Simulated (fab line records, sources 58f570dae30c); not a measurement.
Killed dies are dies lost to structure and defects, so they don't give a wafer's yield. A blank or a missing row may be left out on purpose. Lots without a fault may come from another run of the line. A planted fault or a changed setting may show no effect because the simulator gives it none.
Tool commonality check | flow berkeley_cmos170 | 15 lots, 45 wafers sampled

WHY IT WAS OPENED
At UCB170_NVT_OVL_MEAS_06 the reading NVT_OVL is flagged on 3 of 15 lots. Wafers without a fault read -5 nm, standard deviation 4.6.
Rule: a lot is flagged when every wafer of it that has a number lies more than 4 standard deviations from that mean, or none has a number. The other lots count as sound.

lot  | measured     | on         | NVT_OVL (nm), wafer by wafer | flag
L433 | day 5 23:44  | overlay-01 | 2 -6 0                       |
L434 | day 7 09:06  | overlay-02 | -1 -1 -3                     |
L437 | day 7 09:18  | overlay-02 | -11 -3 -5                    |
L436 | day 7 09:27  | overlay-02 | -7 -9 -13                    |
L439 | day 7 18:58  | overlay-01 | -4 1 -5                      |
L440 | day 7 19:15  | overlay-01 | -7 -6 -6                     |
L441 | day 8 02:16  | overlay-02 | -8 -8 -12                    |
L442 | day 8 12:05  | overlay-01 | -1 -11 -2                    |
L444 | day 8 20:44  | overlay-01 | 240 235 235                  | FLAGGED
L445 | day 8 20:51  | overlay-02 | 240 245 237                  | FLAGGED
L446 | day 8 21:05  | overlay-01 | -13 -13 -12                  |
L450 | day 9 23:01  | overlay-02 | -8 -4 -8                     |
L452 | day 9 23:08  | overlay-01 | 234 231 229                  | FLAGGED
L456 | day 12 02:41 | overlay-02 | 2 -2 -7                      |
L455 | day 12 02:49 | overlay-01 | -13 -7 -9                    |
The numbers of the flagged lots are 236 nm on average: +241 nm against the usual, or +52 standard deviations.

WHICH TOOL RAN EACH LOT
The record holds 1 process step before the reading, out of a route of 331 steps. In each cell: the tool, then ch and the chambers that the sampled wafers went through, then the start.
lot  | flag    | UCB170_NVT_EXPOSE_03
L433 |         | krf_scanner-02 ch 0, day 5 22:56
L434 |         | krf_scanner-01 ch 0, day 7 08:43
L437 |         | krf_scanner-01 ch 0, day 7 08:49
L436 |         | krf_scanner-02 ch 0, day 7 09:04
L439 |         | krf_scanner-01 ch 0, day 7 18:35
L440 |         | krf_scanner-02 ch 0, day 7 18:50
L441 |         | krf_scanner-02 ch 0, day 8 01:49
L442 |         | krf_scanner-02 ch 0, day 8 11:41
L444 | FLAGGED | krf_scanner-02 ch 0, day 8 20:22
L445 | FLAGGED | krf_scanner-02 ch 0, day 8 20:28
L446 |         | krf_scanner-01 ch 0, day 8 20:41
L450 |         | krf_scanner-01 ch 0, day 9 22:10
L452 | FLAGGED | krf_scanner-02 ch 0, day 9 22:32
L456 |         | krf_scanner-01 ch 0, day 12 02:13
L455 |         | krf_scanner-01 ch 0, day 12 02:25
What these steps do:
- UCB170_NVT_EXPOSE_03: exposes mask PWELL, target cd 3000 nm.
- UCB170_NVT_OVL_MEAS_06

FLAGGED OVER TOTAL, TOOL BY TOOL (the gauges that took the reading come last)
step                   | tool           | lots run | flagged | share of the flagged lots | sound lots run after its first flagged lot
UCB170_NVT_EXPOSE_03   | krf_scanner-01 | 7        | 0       | none                      | -
UCB170_NVT_EXPOSE_03   | krf_scanner-02 | 8        | 3       | all                       | 0
UCB170_NVT_OVL_MEAS_06 | overlay-01     | 8        | 2       | some                      | 2 (L446,L455)
UCB170_NVT_OVL_MEAS_06 | overlay-02     | 7        | 1       | some                      | 2 (L450,L456)

WHAT THE TABLE ALLOWS
1 row of the table ran every flagged lot: krf_scanner-02 at UCB170_NVT_EXPOSE_03.
- krf_scanner-02 at UCB170_NVT_EXPOSE_03: 3 of its 8 lots flagged. Its last sound lot is L442 (day 8 11:41), its first flagged lot L444 (day 8 20:22): a fault that began between those two fits.
One tool is left: krf_scanner-02 at UCB170_NVT_EXPOSE_03.

WHAT THE SIMULATOR HAD PUT IN
Scanner matching overlay: krf_scanner-02, from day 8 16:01 on, at UCB170_NVT_EXPOSE_03. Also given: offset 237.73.
Lots struck among those shown: L444, L445, L452. The rule above found the same.
